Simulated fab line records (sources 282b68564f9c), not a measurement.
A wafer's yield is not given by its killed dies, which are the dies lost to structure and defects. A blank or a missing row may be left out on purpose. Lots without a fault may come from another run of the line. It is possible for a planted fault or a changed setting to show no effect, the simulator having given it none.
Split-lot trial | flow rit cmos | route with 202 steps; 5 lots, 23 wafers read

## THE SPLIT ITSELF
At RIT_ACTIVE_OXIDATION_01 (target thk 46.8 nm, ox time 3360 s), the setting ox time s was moved away from the recipe's 3360 s on 20 of the 23 wafers read, by -12.4% to +10.6%. For the rest of the wafers, this setting stayed at what the recipe calls for.

Between the split and the reading, the file records no step.

## THE READING
At RIT_ACTIVE_THK_MEAS_02: ACTIVE_OXIDE_THK, given in nm. On this fab line, fault-free wafers typically give 46.8 nm with a standard deviation of 0.66 nm.

wafer  | tool, chamber at the split | ox time s as run, s | against the recipe | ACTIVE_OXIDE_THK, nm | against lot-mates on the recipe
L074.1 | -, -                       | 2984                | -11.2%             | 43.0                 | no lot-mate on the recipe
L074.2 | -, -                       | 2984                | -11.2%             | 43.3                 | no lot-mate on the recipe
L074.3 | -, -                       | 2984                | -11.2%             | 43.7                 | no lot-mate on the recipe
L074.4 | -, -                       | 2984                | -11.2%             | 44.0                 | no lot-mate on the recipe
L074.5 | -, -                       | 2984                | -11.2%             | 43.6                 | no lot-mate on the recipe
L077.1 | -, -                       | 3035                | -9.7%              | 44.6                 | no lot-mate on the recipe
L077.2 | -, -                       | 3035                | -9.7%              | 44.4                 | no lot-mate on the recipe
L077.3 | -, -                       | 3035                | -9.7%              | 44.7                 | no lot-mate on the recipe
L077.4 | -, -                       | 3035                | -9.7%              | 44.6                 | no lot-mate on the recipe
L077.6 | -, -                       | 3035                | -9.7%              | 44.6                 | no lot-mate on the recipe
L078.1 | -, -                       | 3715                | +10.6%             | 49.8                 | no lot-mate on the recipe
L078.3 | -, -                       | 3715                | +10.6%             | 49.5                 | no lot-mate on the recipe
L078.4 | -, -                       | 3715                | +10.6%             | 49.5                 | no lot-mate on the recipe
L078.5 | -, -                       | 3715                | +10.6%             | 48.8                 | no lot-mate on the recipe
L078.6 | -, -                       | 3715                | +10.6%             | 48.8                 | no lot-mate on the recipe
L082.1 | furnace-04, 0              | 3360                | recipe             | 47.7                 | -
L082.4 | furnace-04, 0              | 3360                | recipe             | 47.3                 | -
L082.6 | furnace-04, 0              | 3360                | recipe             | 48.1                 | -
L083.1 | -, -                       | 2942                | -12.4%             | 42.2                 | no lot-mate on the recipe
L083.3 | -, -                       | 2942                | -12.4%             | 42.9                 | no lot-mate on the recipe
L083.4 | -, -                       | 2942                | -12.4%             | 43.1                 | no lot-mate on the recipe
L083.5 | -, -                       | 2942                | -12.4%             | 43.1                 | no lot-mate on the recipe
L083.6 | -, -                       | 2942                | -12.4%             | 42.7                 | no lot-mate on the recipe

FIT RESULTS
A straight line over all 23 wafers: ACTIVE_OXIDE_THK changes by +0.274 nm for each +1% of ox time s; r = +0.97; the points scatter about the line by 0.64 nm.
Too few moved wafers have a lot-mate on the recipe to fit a line with each lot's own level taken away.

## THE WHOLE CHAIN: every reading that the file lists as answering this split, in the file's order
step                    | what it does                       | reading                                                                             | change (the file's fit)               | r (the file's)
RIT_ACTIVE_OXIDATION_01 | target thk 46.8 nm, ox time 3360 s | SiO2_of_ACTIVE_OXIDATION_01.thk nm (the simulator's own value, which no gauge read) | +0.274 nm for each +1% of the setting | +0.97
RIT_ACTIVE_THK_MEAS_02  |                                    | ACTIVE_OXIDE_THK                                                                    | +0.274 for each +1% of the setting    | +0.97

## FILE'S OWN FIT
ACTIVE_OXIDE_THK changes by +0.274 nm for each +1% of ox time s, r = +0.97.
